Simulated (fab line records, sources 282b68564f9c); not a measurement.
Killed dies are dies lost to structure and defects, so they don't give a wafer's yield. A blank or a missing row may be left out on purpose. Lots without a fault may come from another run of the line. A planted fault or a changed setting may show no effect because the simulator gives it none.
Split-lot experiment | flow rit_cmos | 5 lots, 23 wafers read, on a route of 202 steps

THE SPLIT
At RIT_ACTIVE_CVD_03 (deposits Si3N4 from SiH2Cl2/NH3, target thk 150 nm, time 1500 s), the setting nh3_flow_sccm was moved away from the recipe's 150 sccm on 20 of the 23 wafers read, by -14.4% to -5.5%. The other wafers ran this setting at the recipe's value.

The file shows no step between the split and the reading.

THE READING
Si3N4_of_ACTIVE_CVD_03.thk_nm (the simulator's own value, which no gauge read), in nm, at RIT_FOX1_OXIDATION_00 (target thk 350.7 nm, ox time 1130 s). The file gives no usual value for it. The 3 wafers here that ran the recipe average 142.1 nm, standard deviation 0.83 nm.

wafer  | tool, chamber at the split | nh3_flow_sccm as run, sccm | against the recipe | Si3N4_of_ACTIVE_CVD_03.thk_nm, nm | against lot-mates on the recipe
L076.2 | -, -                       | 131.3                      | -12.5%             | 127.7                             | no lot-mate on the recipe
L076.3 | -, -                       | 131.3                      | -12.5%             | 129.9                             | no lot-mate on the recipe
L076.4 | -, -                       | 131.3                      | -12.5%             | 129.1                             | no lot-mate on the recipe
L076.5 | -, -                       | 131.3                      | -12.5%             | 128                               | no lot-mate on the recipe
L076.6 | -, -                       | 131.3                      | -12.5%             | 129.2                             | no lot-mate on the recipe
L082.1 | -, -                       | 137.2                      | -8.5%              | 132.2                             | no lot-mate on the recipe
L082.2 | -, -                       | 137.2                      | -8.5%              | 133                               | no lot-mate on the recipe
L082.3 | -, -                       | 137.2                      | -8.5%              | 132.9                             | no lot-mate on the recipe
L082.4 | -, -                       | 137.2                      | -8.5%              | 132.5                             | no lot-mate on the recipe
L082.6 | -, -                       | 137.2                      | -8.5%              | 131.7                             | no lot-mate on the recipe
L083.1 | -, -                       | 128.4                      | -14.4%             | 128.1                             | no lot-mate on the recipe
L083.2 | -, -                       | 128.4                      | -14.4%             | 126.6                             | no lot-mate on the recipe
L083.3 | -, -                       | 128.4                      | -14.4%             | 127.6                             | no lot-mate on the recipe
L083.4 | -, -                       | 128.4                      | -14.4%             | 127.6                             | no lot-mate on the recipe
L083.5 | -, -                       | 128.4                      | -14.4%             | 127.7                             | no lot-mate on the recipe
L084.1 | lpcvd-02, 0                | 150                        | recipe             | 141.5                             | -
L084.2 | lpcvd-02, 0                | 150                        | recipe             | 143.3                             | -
L084.3 | lpcvd-02, 0                | 150                        | recipe             | 141.6                             | -
L085.2 | -, -                       | 141.8                      | -5.5%              | 137.7                             | no lot-mate on the recipe
L085.5 | -, -                       | 141.8                      | -5.5%              | 137.7                             | no lot-mate on the recipe
L085.3 | -, -                       | 141.8                      | -5.5%              | 137.5                             | no lot-mate on the recipe
L085.4 | -, -                       | 141.8                      | -5.5%              | 136.6                             | no lot-mate on the recipe
L085.6 | -, -                       | 141.8                      | -5.5%              | 137.3                             | no lot-mate on the recipe

THE FIT
A straight line over all 23 wafers: Si3N4_of_ACTIVE_CVD_03.thk_nm changes by +1.06 nm for each +1% of nh3_flow_sccm; r = +0.99; the points scatter about the line by 0.9 nm.
Too few moved wafers have a lot-mate on the recipe to fit a line with each lot's own level taken away.

THE FILE'S OWN FIT
Si3N4_of_ACTIVE_CVD_03.thk_nm changes by +1.06 nm for each +1% of nh3_flow_sccm, r = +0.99.
